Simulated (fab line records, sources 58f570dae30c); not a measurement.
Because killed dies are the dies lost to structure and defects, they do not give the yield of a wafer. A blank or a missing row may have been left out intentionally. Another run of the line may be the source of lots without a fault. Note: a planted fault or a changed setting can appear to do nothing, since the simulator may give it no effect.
Problem report, 8D (eight disciplines) form, completed by code + flow berkeley_cmos170 + the parts of the form that need people (team, actions taken, sign-off) are left out

## 1. THE PROBLEM
Wafers without a fault read 700.6 nm, standard deviation 2.4; cd_nm at UCB170_M2_CD_MEAS_90 reads a mean of 680.0 nm on 6 wafers belonging to 2 lots. Measured from the usual mean, that is -8.6 standard deviations.
The step: target cd 700 nm.
The first sign was on wafer L450.1 at day 9 04:17, on cd_sem-02. At this step, 42 wafers from 14 lots have a number in the record. The rule behind "out" and "out of limits": a value lying over 4 standard deviations away from the usual mean. The rest of the wafers with a number are treated as sound.

## 2. WHAT IT IS, WHAT IT ISN'T
| question                    | is                     | is not                                                                                                         |
|-----------------------------|------------------------|----------------------------------------------------------------------------------------------------------------|
| which readings at this step | cd_nm                  | -                                                                                                              |
| which lots                  | L450, L452             | L446, L447, L449, L451, L453, L457, L459, L460, L461, L463, L467, L468                                         |
| which wafers of those lots  | all that have a number | -                                                                                                              |
| read on which gauges        | cd_sem-02              | cd_sem-01                                                                                                      |
| when                        | from day 9 04:17       | up to then (12 sound wafers); but 24 sound wafers of L453, L457, L459, L460, L461, L463, L467, L468 came after |

## 3. WHAT RULES OUT EACH SUSPECT
Counting: a tool at any process step up to the reading remains a suspect when it ran all the lots that are out and ran no sound lot after the first of those.
- the gauge at UCB170_M2_CD_MEAS_90: ruled out. All the wafers that are out were read on cd_sem-02, but those of them that UCB170_M2_STRIP_19 has rows for are out there too, on other tools.
- rie_metal-04 at UCB170_M2_METAL_ETCH_18 (etches Al in Cl2/BCl3, stops on SiO2, target depth 1170 nm, time 195 s): kept. All lots that are out passed through it, beginning with L450 at day 9 04:00, and no sound lot followed; its final sound lot before that point was L449 at day 8 18:38.
- plasma_asher-03 at UCB170_M2_STRIP_19 (strips in O2): ruled out as a lasting fault. The sound lots L460 went through it after L450, its earliest lot that is out (day 9 04:11).
The count leaves rie_metal-04 at UCB170_M2_METAL_ETCH_18.

## 4. THE CAUSE (what the simulator had put in)
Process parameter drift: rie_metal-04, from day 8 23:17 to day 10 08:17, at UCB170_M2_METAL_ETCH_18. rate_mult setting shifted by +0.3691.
The count eliminated every tool but this one.

## 5. THE CHAIN OF EFFECTS, in route order
Rows list readings where the struck wafers' mean (over those with a number) sits beyond 3 standard deviations from the usual. Only readings whose record carries a usual standard deviation are examined. hours: median over the lots of the time between each lot's start at the first step of this table that gives one and its start at this step. sigmas: the change, counted in usual standard deviations.
| hours | step                 | reading        | usual      | on struck wafers | change | sigmas |
|-------|----------------------|----------------|------------|------------------|--------|--------|
| 0     | UCB170_M2_STRIP_19   | oes_product_au | 0.540 a.u. | 0.314            | -0.227 | -31    |
| 0     | UCB170_M2_CD_MEAS_90 | cd_nm          | 700.6 nm   | 680.0            | -20.6  | -8.6   |
Its process steps:
- UCB170_M2_STRIP_19: strips in O2.
Later steps that measure or inspect, where all struck wafers having a row at the step show a number for every such reading and not one has moved that far: UCB170_V2_THK_MEAS_01, UCB170_V2_BOW_MEAS_03.

## 6. WHAT WOULD HAVE CAUGHT IT SOONER
The first out-of-limits reading at a measuring or inspecting step in this record came at day 9 04:17, 5 hours after the fault's start at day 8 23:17.
No tool reading at UCB170_M2_METAL_ETCH_18 that has a usual standard deviation in the record was out on any struck wafer, so an alarm limit of 4 standard deviations on those readings would not have fired.
Among the 2 lots that are out, L452 began UCB170_M2_METAL_ETCH_18 on rie_metal-04 after day 9 04:17. Putting the tool on hold at that point would have spared it.
